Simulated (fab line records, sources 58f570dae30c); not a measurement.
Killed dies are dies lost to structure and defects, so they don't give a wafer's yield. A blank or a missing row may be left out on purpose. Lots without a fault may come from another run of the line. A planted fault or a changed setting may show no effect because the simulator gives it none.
A struck lot beside a sound one | flow berkeley_cmos170 | 15 steps out of a route of 331
Sound: wafers L482.3, L482.5, L482.6. Struck: wafers L484.1, L484.2, L484.6. The cause comes at the end.
At each step with rows: each side's tool, then ch and its chambers, then its first start. Under that, the readings that differ: sound wafers | struck wafers | difference of the means | sigmas: that difference in standard deviations of wafers without a fault.
alike: readings whose means differ by less than 2 such deviations, and words and numbers that are the same on both sides. not compared: withheld readings, readings that some wafer has no value for, bounds like >300 that may hide the same value, and numbers for which the record gives no deviation and whose values overlap.
The two part at a step that has a row with sigmas, a row that says differs or no value, or rows on one side only. Numbers that don't overlap but have no deviation are shown without sigmas and don't part them. A reading that every wafer of one side lacks parts them only if that side has two wafers or more.

first, 4 steps without rows for these wafers: UCB170_NVT_SOFTBAKE_02 (time 60 s); UCB170_NVT_EXPOSE_03 (exposes mask PWELL, target cd 3000 nm); UCB170_NVT_PEB_04; UCB170_NVT_DEVELOP_05 (develop time 45 s).
UCB170_NVT_OVL_MEAS_06:
  sound on overlay-02, day 6 13:40; struck on overlay-02, day 6 21:01
  alike: NVT_OVL
then, 1 step without rows for these wafers: UCB170_NVT_IMPLANT_07.
UCB170_NVT_STRIP_08: strips in O2.
  sound on plasma_asher-03 ch 0,1, day 6 13:53; struck on plasma_asher-03 ch 0,1, day 6 21:12
  alike: drypump_motor_current_A, oes_product_au, strip_time_to_endpoint_s
  not compared: rf_hours_counter_h
UCB170_NVT_TW_MEAS_09:
  sound on film_metro-04, day 6 13:58; struck on film_metro-04, day 6 21:18
  alike: NVT_TW
then, 4 steps without rows for these wafers: UCB170_NVT_CLEAN_10 (cleans in SPM, time 600 s); UCB170_PVT_HMDS_00 (prime time 60 s); UCB170_PVT_COAT_01 (resist thk 900 nm); UCB170_PVT_SOFTBAKE_02 (time 60 s).
UCB170_PVT_EXPOSE_03: exposes mask NWELL, target cd 3000 nm.
  sound on krf_scanner-02 ch 0, day 6 18:02; struck on krf_scanner-01 ch 0, day 6 22:19
  reading              | sound             | struck            | difference | sigmas
  exposure_dose_mJ_cm2 | 30.00 30.04 30.03 | 31.17 31.23 31.21 | +1.18      | +37
  alike: mask
then, 1 step without rows for these wafers: UCB170_PVT_PEB_04.
-- the record jumps here: 2 days lie between the struck wafers' starts before and after (it left off in module PVT and takes up again in module M3, whose first step shown is number 331 of the route) --
UCB170_M3_PROBE_99:
  the record has rows for the struck wafers here (prober-01, day 9 02:18) and none for the sound ones

WHERE THEY PART
First at UCB170_PVT_EXPOSE_03; last, within this record, at UCB170_M3_PROBE_99.

WHY: what the simulator had put in
Process parameter drift: krf_scanner-01, from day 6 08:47 on, at UCB170_PVT_EXPOSE_03. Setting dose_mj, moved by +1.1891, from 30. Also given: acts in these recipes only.
